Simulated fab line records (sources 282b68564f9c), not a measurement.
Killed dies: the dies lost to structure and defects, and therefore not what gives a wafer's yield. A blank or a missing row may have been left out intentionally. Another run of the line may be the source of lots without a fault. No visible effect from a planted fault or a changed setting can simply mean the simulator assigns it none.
fab line records	flow rit_cmos
record: lots: 13	wafers: 39	last_day: 7
route steps=202 shown M1@188
lots that met no fault: taken from a fault-free run of the same line
start_h: the number of hours between the record's first day and the start of the first shown wafer of the lot	wait_h: how many hours have passed since the lot's step before this one	" the same as in the row above	L1.1+2: several wafers, shown together as one row	- no value, or no start was given	* or withheld: withheld	< > ~ a bound
route shown NAME@n: a module of which the file shows steps, and the number in the route of the first	usual: the fault-free wafers' mean and standard deviation	same: alike in all rows	chamber/n: place in a boat	sites: per-site readings	_std_site: how widely they spread, as a standard deviation	_edge_site: mean of outer sites minus mean of inner sites	radius_mm: for every site, how far away it sits from the centre of the wafer	mask NAME#n: copy n	behind: the last tool/chamber to shape the wafer	hold: reason for holding the lot/hours on hold/outcome of the hold	device: the transistor (n, p or np) that didn't switch	end of line: the route-end tests of the same wafers	a step given without rows: its recipe and nothing more	killed: not the wafer's yield, but the dies lost to structure and defects at the first sort	map: dies across one wafer; x = killed, . = not, _ = none there
set.NAME: setting as actually run; set.NAME@STEP: the setting as run at that earlier step	model.NAME: the simulator's own value behind a step, which no gauge read
a sample of lots followed through the steps of the route, with each step as a table and each wafer as a row
== steps ==
step: RIT_M1_COAT_04
recipe: resist: NOVOLAK	spin_rpm: 2000	resist_thk_nm: 1300
usual: resist_line_temp_C: 23.01/0.12
lot.wafer	tool	chamber	start_h	wait_h	resist_line_temp_C
L699.3	litho_track-03	0	58.27	0.1	23.09
L699.5	"	0	"	"	22.92
L699.6	"	0	"	"	22.94
L700.2	litho_track-04	0	63.16	0.1	22.87
L700.4	"	0	"	"	22.91
L700.6	"	0	"	"	22.94
L701.3	litho_track-04	0	65.23	0.1	22.90
L701.5	"	0	"	"	23.05
L701.6	"	0	"	"	22.99
L703.1	litho_track-01	0	82.78	0.1	22.94
L703.2	"	0	"	"	23.15
L703.3	"	0	"	"	22.95
L704.2	litho_track-03	0	90.29	0.1	22.85
L704.3	"	0	"	"	22.90
L704.6	"	0	"	"	22.88
L708.3	litho_track-01	0	107.86	0.1	22.93
L708.5	"	0	"	"	23.03
L708.6	"	0	"	"	22.94
L710.3	litho_track-01	0	119.29	0.1	22.95
L710.5	"	0	"	"	23.11
L710.6	"	0	"	"	23.02
L714.2	litho_track-03	0	132.08	0.1	22.78
L714.3	"	0	"	"	22.78
L714.5	"	0	"	"	23.05
L715.2	litho_track-03	0	138.87	0.1	23.23
L715.3	"	0	"	"	23.20
L715.6	"	0	"	"	23.36
L716.3	litho_track-04	0	144.66	0.1	23.23
L716.5	"	0	"	"	23.33
L716.6	"	0	"	"	23.26
L719.1	litho_track-03	0	163.22	0.1	22.94
L719.2	"	0	"	"	23.20
L719.4	"	0	"	"	22.91
L720.1	litho_track-03	0	167.44	0.1	23.04
L720.2	"	0	"	"	23.09
L720.3	"	0	"	"	23.05
L721.1	litho_track-03	0	173.27	0.1	22.94
L721.5	"	0	"	"	23.02
L721.6	"	0	"	"	22.92
step: RIT_M1_CD_MEAS_09
recipe: target_cd_nm: 2600
usual: cd_nm: 2599.3/2.4
lot.wafer	tool	chamber	start_h	wait_h	cd_nm
L699.3	cd_sem-02	-	58.99	-	2598.4
L699.5	"	-	"	"	2602.0
L699.6	"	-	"	"	2600.8
L700.2	cd_sem-01	-	64.01	-	2601.7
L700.4	"	-	"	"	2599.5
L700.6	"	-	"	"	2601.3
L701.3	cd_sem-02	-	66.07	-	2599.4
L701.5	"	-	"	"	2596.3
L701.6	"	-	"	"	2597.4
L703.1	cd_sem-02	-	83.51	-	2599.9
L703.2	"	-	"	"	2599.7
L703.3	"	-	"	"	2600.4
L704.2	cd_sem-01	-	91.41	-	2597.9
L704.3	"	-	"	"	2596.5
L704.6	"	-	"	"	2597.5
L708.3	cd_sem-01	-	108.81	-	2602.1
L708.5	"	-	"	"	2602.4
L708.6	"	-	"	"	2601.2
L710.3	cd_sem-01	-	120.13	-	2609.0
L710.5	"	-	"	"	2606.7
L710.6	"	-	"	"	2607.0
L714.2	cd_sem-01	-	133.01	-	2598.5
L714.3	"	-	"	"	2603.7
L714.5	"	-	"	"	2602.3
L715.2	cd_sem-01	-	139.60	-	2594.9
L715.3	"	-	"	"	2593.8
L715.6	"	-	"	"	2594.6
L716.3	cd_sem-02	-	145.51	-	2601.3
L716.5	"	-	"	"	2601.2
L716.6	"	-	"	"	2600.3
L719.1	cd_sem-01	-	163.95	-	2596.7
L719.2	"	-	"	"	2597.3
L719.4	"	-	"	"	2595.5
L720.1	cd_sem-01	-	168.29	-	2601.5
L720.2	"	-	"	"	2598.6
L720.3	"	-	"	"	2598.6
L721.1	cd_sem-01	-	174.00	-	2600.4
L721.5	"	-	"	"	2604.3
L721.6	"	-	"	"	2601.3
step: RIT_M1_PROBE_99
usual: defect_limited_yield: 97.6/1.2	killed_at_M0_to_M3: 0.0/0.12	killed_at_contacts: 0.1/0.23	killed_at_front_end: 6/3.1	killed_dies: 6/3.1	killed_open: 3.2/1.9	killed_short: 3.2/2.1	sort_bin_3_pad_short: 0.1/0.22	sort_bin_5_function: 1.5/0.86	sort_bin_6_memory: 0.9/0.61	sort_n_pass: 258/3.1	sort_yield_pct: 97.6/1.2
same: gross_dies: 264	killed_at_M4_up: 0	killed_at_back_side: 0	killed_at_other: 0
lot.wafer	tool	chamber	start_h	wait_h	defect_limited_yield[%]	killed_at_M0_to_M3	killed_at_contacts	killed_at_front_end	killed_dies	killed_open	killed_short	sort_bin_3_pad_short[%]	sort_bin_5_function[%]	sort_bin_6_memory[%]	sort_n_pass	sort_yield_pct[%]
L699.3	prober-02	-	61.71	0.2	98.9	0	0	3	3	2	1	0	0.8	0.4	261	98.9
L699.5	prober-02	-	61.81	0.2	97.7	0	0	6	6	4	2	0	1.9	0.4	258	97.7
L699.6	prober-02	-	61.86	0.2	93.9	0	0	16	16	9	7	0.4	4.9	0.8	248	93.9
L700.2	prober-01	-	66.70	0.1	99.2	0	0	2	2	2	0	0	0.8	0	262	99.2
L700.4	prober-01	-	66.80	0.2	97.3	0	0	7	7	4	3	0	2.3	0.4	257	97.3
L700.6	prober-01	-	66.90	0.2	97.0	0	0	8	8	3	5	0	1.9	1.1	256	97.0
L701.3	prober-02	-	68.79	0.2	94.3	0	0	15	15	6	9	0	3.8	1.9	249	94.3
L701.5	prober-02	-	68.89	0.2	98.1	0	0	5	5	3	2	0	1.1	0.8	259	98.1
L701.6	prober-02	-	68.94	0.2	98.9	0	0	3	3	0	3	0	1.1	0	261	98.9
L703.1	prober-02	-	86.17	0.1	98.1	0	0	5	5	3	2	0	1.1	0.8	259	98.1
L703.2	prober-02	-	86.22	0.1	97.7	0	0	6	6	2	4	0	2.3	0	258	97.7
L703.3	prober-02	-	86.27	0.2	98.9	0	0	3	3	0	3	0.8	0.4	0	261	98.9
L704.2	prober-02	-	95.36	0.1	98.5	0	0	4	4	3	1	0	0.8	0.8	260	98.5
L704.3	prober-02	-	95.41	0.2	98.5	0	0	4	4	0	4	0.4	0.4	0.8	260	98.5
L704.6	prober-02	-	95.56	0.2	98.1	0	0	5	5	3	2	0	1.1	0.8	259	98.1
L708.3	prober-01	-	111.66	0.2	99.2	0	0	2	2	1	1	0	0.8	0	262	99.2
L708.5	prober-01	-	111.76	0.2	98.5	0	0	4	4	2	2	0	0.8	0.8	260	98.5
L708.6	prober-01	-	111.81	0.2	98.9	0	0	3	3	0	3	0.8	0.4	0	261	98.9
L710.3	prober-01	-	123.03	0.2	98.5	0	0	4	4	4	0	0	1.1	0.4	260	98.5
L710.5	prober-01	-	123.13	0.2	96.2	0	0	10	10	5	4	0	0.8	3.0	254	96.2
L710.6	prober-01	-	123.18	0.2	98.1	0	0	5	5	3	2	0.4	0.8	0.8	259	98.1
L714.2	prober-02	-	159.09	0.3	98.5	0	0	4	4	3	1	0	0.8	0.8	260	98.5
L714.3	prober-02	-	159.14	0.3	97.0	0	0	8	8	5	3	0.4	1.9	0.8	256	97.0
L714.5	prober-02	-	159.24	0.4	97.3	0	1	6	7	2	5	0	1.9	0.8	257	97.3
L716.3	prober-01	-	159.14	0.4	98.5	0	0	4	4	2	2	0	0.8	0.8	260	98.5
L716.5	prober-01	-	159.24	0.5	97.3	0	0	7	7	2	5	0.4	1.1	1.1	257	97.3
L716.6	prober-01	-	159.29	0.5	97.3	0	0	7	7	3	4	0	1.9	0.8	257	97.3
L715.2	prober-01	-	159.39	0.6	99.2	0	0	2	2	1	1	0	0.8	0	262	99.2
L715.3	prober-01	-	159.44	0.6	97.3	0	0	7	7	6	1	0	1.9	0.8	257	97.3
L715.6	prober-01	-	159.59	0.7	97.3	1	0	6	7	3	4	0	1.9	0.8	257	97.3
L719.1	prober-02	-	166.78	0.1	96.6	0	0	9	9	5	4	0.4	1.5	1.5	255	96.6
L719.2	prober-02	-	166.83	0.1	92.8	0	0	19	19	10	9	0	4.9	2.3	245	92.8
L719.4	prober-02	-	166.93	0.2	97.0	0	0	8	8	4	4	0	2.7	0.4	256	97.0
L720.1	prober-01	-	171.13	0.1	98.9	0	0	3	3	2	1	0	0.4	0.8	261	98.9
L720.2	prober-01	-	171.18	0.1	97.3	0	0	7	7	2	4	0	1.9	0.8	257	97.3
L720.3	prober-01	-	171.23	0.2	98.1	0	0	5	5	2	3	0	1.1	0.8	259	98.1
L721.1	prober-02	-	176.66	0.1	97.7	0	0	6	6	4	2	0	0.8	1.5	258	97.7
L721.5	prober-02	-	176.86	0.2	98.5	0	0	4	4	2	2	0.4	1.1	0	260	98.5
L721.6	prober-02	-	176.91	0.2	98.5	0	0	4	4	1	3	0	0.8	0.8	260	98.5
killed by level:class
L699.3 GATE:geometric_particle:open=1 GATE:geometric_particle:short=1 SILICIDE:geometric_particle:open=1
L699.5 SPACER:geometric_particle:open=3 FOX1:geometric_particle:short=1 GATE:geometric_particle:short=1 SILICIDE:geometric_particle:open=1
L699.6 GATE:geometric_particle:open=4 GATE:geometric_particle:short=3 REOX:geometric_particle:short=2 REOX:geometric_particle:open=2 SPACER:geometric_particle:open=2 SILICIDE:geometric_particle:short=2 SILICIDE:geometric_particle:open=1
L700.2 GATE:geometric_particle:open=2
L700.4 SPACER:geometric_particle:open=2 FOX2:geometric_particle:open=1 GATE:geometric_particle:short=1 REOX:geometric_particle:open=1 SPACER:geometric_particle:short=1 SILICIDE:geometric_particle:short=1
L700.6 FOX2:geometric_particle:short=3 GATE:geometric_particle:open=2 GATE:geometric_particle:short=2 FOX2:geometric_particle:open=1
L701.3 REOX:geometric_particle:short=4 GATE:geometric_particle:short=3 REOX:geometric_particle:open=2 SPACER:geometric_particle:open=2 SPACER:geometric_particle:short=2 FOX1:geometric_particle:open=1 GATE:geometric_particle:open=1
L701.5 FOX1:geometric_particle:open=1 FOX2:geometric_particle:short=1 GATE:geometric_particle:short=1 REOX:geometric_particle:open=1 SPACER:geometric_particle:open=1
L701.6 FOX1:geometric_particle:short=1 GATE:geometric_particle:short=1 SILICIDE:geometric_particle:short=1
L703.1 GATE:geometric_particle:short=2 GATE:geometric_particle:open=2 REOX:geometric_particle:open=1
L703.2 REOX:geometric_particle:open=2 GATE:geometric_particle:short=1 REOX:geometric_particle:short=1 SPACER:geometric_particle:short=1 SILICIDE:geometric_particle:short=1
L703.3 FOX1:geometric_particle:short=1 GATE:geometric_particle:short=1 SILICIDE:geometric_particle:short=1
L704.2 FOX1:geometric_particle:open=1 GATE:geometric_particle:short=1 GATE:geometric_particle:open=1 REOX:geometric_particle:open=1
L704.3 GATE:geometric_particle:short=3 SILICIDE:geometric_particle:short=1
L704.6 GATE:geometric_particle:open=2 FOX1:geometric_particle:open=1 FOX1:geometric_particle:short=1 SILICIDE:geometric_particle:short=1
L708.3 GATE:geometric_particle:open=1 SILICIDE:geometric_particle:short=1
L708.5 FOX1:geometric_particle:open=1 FOX2:geometric_particle:open=1 SPACER:geometric_particle:short=1 SILICIDE:geometric_particle:short=1
L708.6 GATE:geometric_particle:short=1 SPACER:geometric_particle:short=1 SILICIDE:geometric_particle:short=1
L710.3 FOX1:geometric_particle:open=2 REOX:geometric_particle:open=2
L710.5 GATE:geometric_particle:open=3 ACTIVE:geometric_particle:short=1 FOX2:geometric_particle:open=1 FOX2:geometric_particle:short=1 GATE:geometric_particle:short=1 REOX:geometric_particle:open=1 REOX:geometric_particle:short=1 PLDD:coat_microbubble_printed=1
L710.6 GATE:geometric_particle:open=3 GATE:geometric_particle:short=1 REOX:geometric_particle:short=1
L714.2 GATE:geometric_particle:open=1 GATE:geometric_particle:short=1 REOX:geometric_particle:open=1 SPACER:geometric_particle:open=1
L714.3 GATE:geometric_particle:open=4 FOX1:geometric_particle:open=1 FOX2:geometric_particle:short=1 REOX:geometric_particle:short=1 SILICIDE:geometric_particle:short=1
L716.3 GATE:geometric_particle:short=2 FOX1:geometric_particle:open=1 GATE:geometric_particle:open=1
L714.5 FOX2:geometric_particle:short=2 GATE:geometric_particle:short=2 GATE:geometric_particle:open=1 SPACER:geometric_particle:short=1 CONTACT:geometric_particle:open=1
L716.5 FOX1:geometric_particle:short=2 GATE:geometric_particle:short=1 GATE:geometric_particle:open=1 REOX:geometric_particle:short=1 SPACER:geometric_particle:open=1 SPACER:geometric_particle:short=1
L716.6 SILICIDE:geometric_particle:short=3 FOX1:geometric_particle:open=1 FOX2:geometric_particle:short=1 GATE:geometric_particle:open=1 SILICIDE:geometric_particle:open=1
L715.2 REOX:geometric_particle:open=1 SPACER:geometric_particle:short=1
L715.3 GATE:geometric_particle:open=3 FOX1:geometric_particle:open=1 GATE:geometric_particle:short=1 REOX:geometric_particle:open=1 SPACER:geometric_particle:open=1
L715.6 GATE:geometric_particle:short=3 GATE:geometric_particle:open=2 REOX:geometric_particle:open=1 M1:geometric_particle:short=1
L719.1 GATE:geometric_particle:short=2 SILICIDE:geometric_particle:open=2 FOX1:geometric_particle:short=1 FOX1:geometric_particle:open=1 GATE:geometric_particle:open=1 SPACER:geometric_particle:open=1 SILICIDE:geometric_particle:short=1
L719.2 GATE:geometric_particle:short=6 REOX:geometric_particle:open=4 GATE:geometric_particle:open=3 FOX1:geometric_particle:short=2 FOX1:geometric_particle:open=2 FOX2:geometric_particle:open=1 SPACER:geometric_particle:short=1
L719.4 GATE:geometric_particle:open=3 GATE:geometric_particle:short=2 REOX:geometric_particle:short=1 SPACER:geometric_particle:short=1 SPACER:geometric_particle:open=1
L720.1 GATE:geometric_particle:short=1 GATE:geometric_particle:open=1 SPACER:geometric_particle:open=1
L720.2 SPACER:geometric_particle:short=2 FOX1:geometric_particle:short=1 GATE:geometric_particle:short=1 REOX:geometric_particle:open=1 SPACER:geometric_particle:open=1 PRETRO:coat_microbubble_printed=1
L720.3 REOX:geometric_particle:short=2 GATE:geometric_particle:short=1 GATE:geometric_particle:open=1 SILICIDE:geometric_particle:open=1
L721.1 SILICIDE:geometric_particle:open=2 GATE:geometric_particle:short=1 GATE:geometric_particle:open=1 REOX:geometric_particle:open=1 REOX:geometric_particle:short=1
L721.5 ACTIVE:geometric_particle:open=1 GATE:geometric_particle:short=1 SILICIDE:geometric_particle:short=1 SILICIDE:geometric_particle:open=1
L721.6 SILICIDE:geometric_particle:short=3 GATE:geometric_particle:open=1
== key ==
first_sign: step: RIT_M1_CD_MEAS_09	reading: cd_nm	direction: up	sigmas: 3.5	usual: 2599.3	struck: 2607.6
effect none on later readings
met_at RIT_M1_COAT_04
struck_lots L710
onset_between 107.86 119.29
fault: kind: process_parameter_drift	tool: litho_track-01	chamber: -	onset_h: 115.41	steps: RIT_M1_COAT_04	channel: resist_thk_nm	offset: 60.927	shape: step	end_h: 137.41	acts_in: these_recipes_only	stated: 1300
